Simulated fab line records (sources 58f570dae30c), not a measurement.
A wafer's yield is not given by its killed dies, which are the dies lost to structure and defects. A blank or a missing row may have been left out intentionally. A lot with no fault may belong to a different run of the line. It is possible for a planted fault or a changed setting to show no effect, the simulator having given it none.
Lot-split experiment | flow berkeley_cmos170 | route with 331 steps; 5 lots, 23 wafers read

## THE SPLIT ITSELF
At UCB170_SILICIDE_SPUTTER_01 (material Ti, target thk 30 nm, time 25 s), the setting time_s was moved away from the recipe's 25 s on 7 of the 23 wafers read, by -10.4% to +11.7%. This setting was run at the recipe's value on the other wafers.

## FROM SPLIT TO READING: 1 step shown by the file between the two
- UCB170_SILICIDE_RS_MEAS_02: measures by four-point-probe

## THE READING
SILICIDE_TI_THK, in nm, at UCB170_SILICIDE_THK_MEAS_03 (measures by xrf). A value of 30.1 nm with a standard deviation of 0.35 nm is what fault-free wafers of this fab line usually give.

wafer  | tool, chamber at the split | time_s as run, s | against the recipe | SILICIDE_TI_THK, nm | against lot-mates on the recipe
L074.1 | pvd_sputter-02, -          | 27.93            | +11.7%             | 33.6                | +3.7
L074.2 | pvd_sputter-02, -          | 27.93            | +11.7%             | 33.6                | +3.7
L074.4 | pvd_sputter-02, -          | 25               | recipe             | 29.6                | -
L074.5 | pvd_sputter-02, -          | 25               | recipe             | 30.1                | -
L074.6 | pvd_sputter-02, -          | 25               | recipe             | 30.1                | -
L077.1 | pvd_sputter-03, -          | 25               | recipe             | 30.4                | -
L077.3 | pvd_sputter-03, -          | 25               | recipe             | 30.2                | -
L077.4 | pvd_sputter-03, -          | 25               | recipe             | 30.4                | -
L077.5 | pvd_sputter-03, -          | 25               | recipe             | 30.2                | -
L077.6 | pvd_sputter-03, -          | 25               | recipe             | 30.3                | -
L076.1 | pvd_sputter-04, -          | 25               | recipe             | 29.9                | -
L076.2 | pvd_sputter-04, -          | 25               | recipe             | 30.1                | -
L076.4 | pvd_sputter-04, -          | 25               | recipe             | 30.0                | -
L078.1 | pvd_sputter-03, -          | 25               | recipe             | 29.6                | -
L078.2 | pvd_sputter-03, -          | 22.4             | -10.4%             | 26.7                | -2.9
L078.4 | pvd_sputter-03, -          | 22.4             | -10.4%             | 26.7                | -2.9
L078.5 | pvd_sputter-03, -          | 22.4             | -10.4%             | 27.0                | -2.6
L078.6 | pvd_sputter-03, -          | 25               | recipe             | 29.6                | -
L082.1 | pvd_sputter-02, -          | 26.15            | +4.6%              | 31.6                | +1.4
L082.2 | pvd_sputter-02, -          | 25               | recipe             | 29.9                | -
L082.4 | pvd_sputter-02, -          | 25               | recipe             | 30.2                | -
L082.5 | pvd_sputter-02, -          | 25               | recipe             | 30.6                | -
L082.6 | pvd_sputter-02, -          | 26.15            | +4.6%              | 31.4                | +1.2

FIT RESULTS
A straight line over all 23 wafers: SILICIDE_TI_THK changes by +0.309 nm for each +1% of time_s; r = +0.99; the points scatter about the line by 0.26 nm.
The same after taking each lot's own level away (the mean of its wafers on the recipe; 23 wafers): +0.288 nm for each +1%; r = +0.99; scatter 0.19 nm.
The reading moves by 3.4 nm for the largest change in time_s, on that fit.
Across the lots, their own levels run from 29.60 to 30.30 nm, a range of 2.0 times the standard deviation given above.
Consequently the slope shifts little with the lot-to-lot level, the two slopes agreeing.
Check: for one of the wafers moved furthest among these (+11.7%), held out of the fit, the line's prediction against its lot-mates is +3.34 nm. It came out at +3.67 nm against them.

## THE WHOLE CHAIN: every reading that the file lists as answering this split, in the file's order
step                        | what it does                             | reading                                                                           | change (the file's fit)               | r (the file's)
UCB170_SILICIDE_SPUTTER_01  | material Ti, target thk 30 nm, time 25 s | Ti_of_SILICIDE_SPUTTER_01.thk_nm (the simulator's own value, which no gauge read) | +0.295 nm for each +1% of the setting | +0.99
UCB170_SILICIDE_RS_MEAS_02  | measures by four-point-probe             | SILICIDE_TI_RS                                                                    | -0.301 for each +1% of the setting    | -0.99
UCB170_SILICIDE_THK_MEAS_03 | measures by xrf                          | SILICIDE_TI_THK                                                                   | +0.294 for each +1% of the setting    | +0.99

## THE FILE'S OWN FIT
SILICIDE_TI_THK changes by +0.294 nm for each +1% of time_s, r = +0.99.
